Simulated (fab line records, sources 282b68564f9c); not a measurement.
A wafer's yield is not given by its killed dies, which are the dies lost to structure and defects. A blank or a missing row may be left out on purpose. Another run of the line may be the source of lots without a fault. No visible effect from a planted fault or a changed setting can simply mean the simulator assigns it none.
A lot that was struck, set against a sound lot + flow rit_cmos + 28 steps out of a route of 202
Sound: these wafers, L484.1, L484.2, L484.5. Struck: wafers L500.3, L500.5, L500.6. At the end, the cause is stated.
Per side, at each step with rows, come the tool, then ch with its chambers, and then its first start. Under that, the readings that differ: sound wafers + struck wafers + difference of the means + sigmas: that difference in standard deviations of wafers without a fault.
alike: readings whose means differ by less than 2 such deviations, and words and numbers that are the same on both sides. not compared: withheld readings, readings that some wafer has no value for, bounds like >300 that may hide the same value, and numbers for which the record gives no deviation and whose values overlap.
A row with sigmas, a row that says differs or no value, or rows on one side alone: a step with any of these is where the two part. Numbers that have no deviation but don't overlap get no sigmas and don't part them. A reading that every wafer of one side lacks parts them only if that side has two wafers or more.

RIT_ACTIVE_BOW_MEAS_00:
  struck on film_metro-03, day 5 14:02; sound on film_metro-04, day 2 06:00
  alike: INCOMING_BOW
RIT_ACTIVE_OXIDATION_01: target thk 46.8 nm, ox time 3360 s.
  sound on furnace-04 ch 0, day 2 07:04; struck on furnace-03 ch 0, day 5 15:25
| reading                                       | sound                | struck               | difference | sigmas      |
|-----------------------------------------------|----------------------|----------------------|------------|-------------|
| spike_tc_centre_C (C)                         | 1003.1 1001.5 1003.2 | 979.6 979.6 979.7    | -23.0      | -24         |
| spike_tc_load_C (C)                           | 1027.2 1027.5 1027.5 | 1001.4 1002.2 1000.4 | -26.1      | -17         |
| spike_tc_source_C (C)                         | 1028.4 1031.0 1029.2 | 1001.8 1001.0 1001.8 | -28.0      | -14         |
| tube_center_temp_C (C)                        | 999.97 1000 1000.1   | 975.92 975.93 975.84 | -24.13     | -99 or more |
| tube_center_temp_C_max                        | 1002.4 1002.6 1003.1 | 978.9 977.7 979.0    | -24.2      | -62         |
| model.SiO2_of_ACTIVE_OXIDATION_01.thk_nm (nm) | 48.78 47.74 47.4     | 37.23 37.2 36.45     | -11.01     |             |
RIT_ACTIVE_THK_MEAS_02:
  struck on film_metro-02, day 5 17:22; sound on film_metro-02, day 2 08:59
| reading               | sound          | struck         | difference | sigmas |
|-----------------------|----------------|----------------|------------|--------|
| ACTIVE_OXIDE_THK (nm) | 48.8 47.8 47.4 | 37.2 37.2 36.5 | -11.0      | -13    |
then, 1 step without rows for these wafers: RIT_ACTIVE_CVD_03 (deposits Si3N4 from SiH2Cl2/NH3, target thk 150 nm, time 1500 s).
RIT_ACTIVE_THK_MEAS_04:
  struck on film_metro-03, day 5 18:50; sound on film_metro-02, day 2 10:28
  alike: ACTIVE_NITRIDE_THK
then, 6 steps without rows for these wafers: RIT_ACTIVE_HMDS_05 (prime time 60 s); RIT_ACTIVE_COAT_06 (resist thk 1000 nm); RIT_ACTIVE_SOFTBAKE_07 (time 60 s); RIT_ACTIVE_EXPOSE_08 (exposes mask M1, target cd 1400 nm); RIT_ACTIVE_PEB_09; RIT_ACTIVE_DEVELOP_10 (develop time 50 s).
RIT_ACTIVE_CD_MEAS_11 targets a cd of 1400 nm.
  struck on cd_sem-02, day 5 19:46; sound on cd_sem-01, day 2 11:31
  alike: cd_nm
then, 1 step without rows for these wafers: RIT_ACTIVE_HARDBAKE_12 (time 60 s).
RIT_ACTIVE_ETCH_13: etches Si3N4 in SF6, stops on SiO2, time 210 s, target depth 210 nm.
  sound on rie_diel-02 ch 0,1,3, day 2 11:47; struck on rie_diel-04 ch 0,3, day 5 20:04
  alike: drypump_motor_current_A, oes_product_au, throttle_valve_pct
  not compared: rf_hours_counter_h
RIT_ACTIVE_STRIP_14: strips in O2, time 180 s.
  sound on plasma_asher-02 ch 0,1, day 2 11:55; struck on plasma_asher-04 ch 0,1, day 5 20:16
  alike: drypump_motor_current_A
  not compared: rf_hours_counter_h
RIT_ACTIVE_CD_MEAS_90 targets a cd of 1400 nm.
  struck on cd_sem-02, day 5 20:25; sound on cd_sem-01, day 2 12:05
  alike: cd_nm
then, 4 steps without rows for these wafers: RIT_ACTIVE_CLEAN_15 (cleans in SC1, time 600 s); RIT_ACTIVE_CLEAN_16 (cleans in dHF, time 30 s); RIT_ACTIVE_CLEAN_17 (cleans in SC2, time 600 s); RIT_FOX1_OXIDATION_00 (target thk 350.7 nm, ox time 1130 s).
RIT_FOX1_THK_MEAS_01:
  struck on film_metro-01, day 5 23:03; sound on film_metro-04, day 2 14:31
  alike: FOX1_OXIDE_THK
then, 2 steps without rows for these wafers: RIT_FOX1_WET_ETCH_02 (etches SiO2 in BOE, target depth 350 nm, time 390 s); RIT_FOX2_OXIDATION_00 (target thk 350.7 nm, ox time 1130 s).
RIT_FOX2_THK_MEAS_01:
  struck on film_metro-03, day 6 00:34; sound on film_metro-01, day 2 16:08
  alike: FOX2_OXIDE_THK
then, 1 step without rows for these wafers: RIT_FOX2_CLEAN_02 (cleans in dHF, time 180 s).
RIT_FOX2_WET_ETCH_03: etches Si3N4 in H3PO4, target depth 195 nm, time 2700 s.
  sound on wet_bench-01 ch 2, day 2 16:16; struck on wet_bench-02 ch 2, day 6 00:40
| reading                                       | sound            | struck            | difference | sigmas |
|-----------------------------------------------|------------------|-------------------|------------|--------|
| model.SiO2_of_ACTIVE_OXIDATION_01.thk_nm (nm) | 42.15 41.22 42.3 | 33.22 33.18 32.52 | -8.92      |        |
RIT_FOX2_THK_MEAS_90:
  struck on film_metro-01, day 6 01:35; sound on film_metro-02, day 2 17:01
  alike: FIELD_OXIDE_LEFT_1_THK
RIT_M1_PROBE_99:
  struck on prober-01, day 7 18:16; sound on prober-01, day 4 09:53
| reading                             | sound             | struck            | difference | sigmas |
|-------------------------------------|-------------------|-------------------|------------|--------|
| model.etest.nldd.width_nm (nm)      | 3143 3145 3169    | 3256 3235 3264    | +99        |        |
| model.etest.pldd.width_nm (nm)      | 3141 3145 3179    | 3244 3238 3249    | +89        |        |
| model.etest.pplus_sal.width_nm (nm) | 3424 3415 3452    | 3480 3487 3528    | +68        |        |
| model.etest.nplus_sal.width_nm (nm) | 3415 3413 3449    | 3477 3472 3508    | +60        |        |
| model.etest.nmos_narrow.drive_ua_um | 211.6 213.7 221.3 | 260.3 252.1 261.9 | +42.6      |        |
| model.etest.pmos_narrow.drive_ua_um | 94.85 98.98 100.9 | 115.5 111.2 115.4 | +15.8      |        |
| model.etest.cap_n_gate.c_min_ff_um2 | 2.384 2.376 2.389 | 2.355 2.351 2.373 | -0.023     |        |
  alike: killed_at_M0_to_M3, killed_at_contacts, killed_at_front_end, killed_dies, killed_open, killed_short

## WHERE THEY PART
At RIT_ACTIVE_OXIDATION_01 first; at RIT_ACTIVE_THK_MEAS_02 last (within this record only). Later steps at which nothing parts them and some readings are alike: RIT_ACTIVE_THK_MEAS_04, RIT_ACTIVE_CD_MEAS_11, RIT_ACTIVE_ETCH_13, RIT_ACTIVE_STRIP_14, RIT_ACTIVE_CD_MEAS_90, RIT_FOX1_THK_MEAS_01, RIT_FOX2_THK_MEAS_01, RIT_FOX2_THK_MEAS_90, RIT_M1_PROBE_99.

WHY: what had been put in by the simulator
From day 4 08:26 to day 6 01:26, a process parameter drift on furnace-03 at RIT_ACTIVE_OXIDATION_01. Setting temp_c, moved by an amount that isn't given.
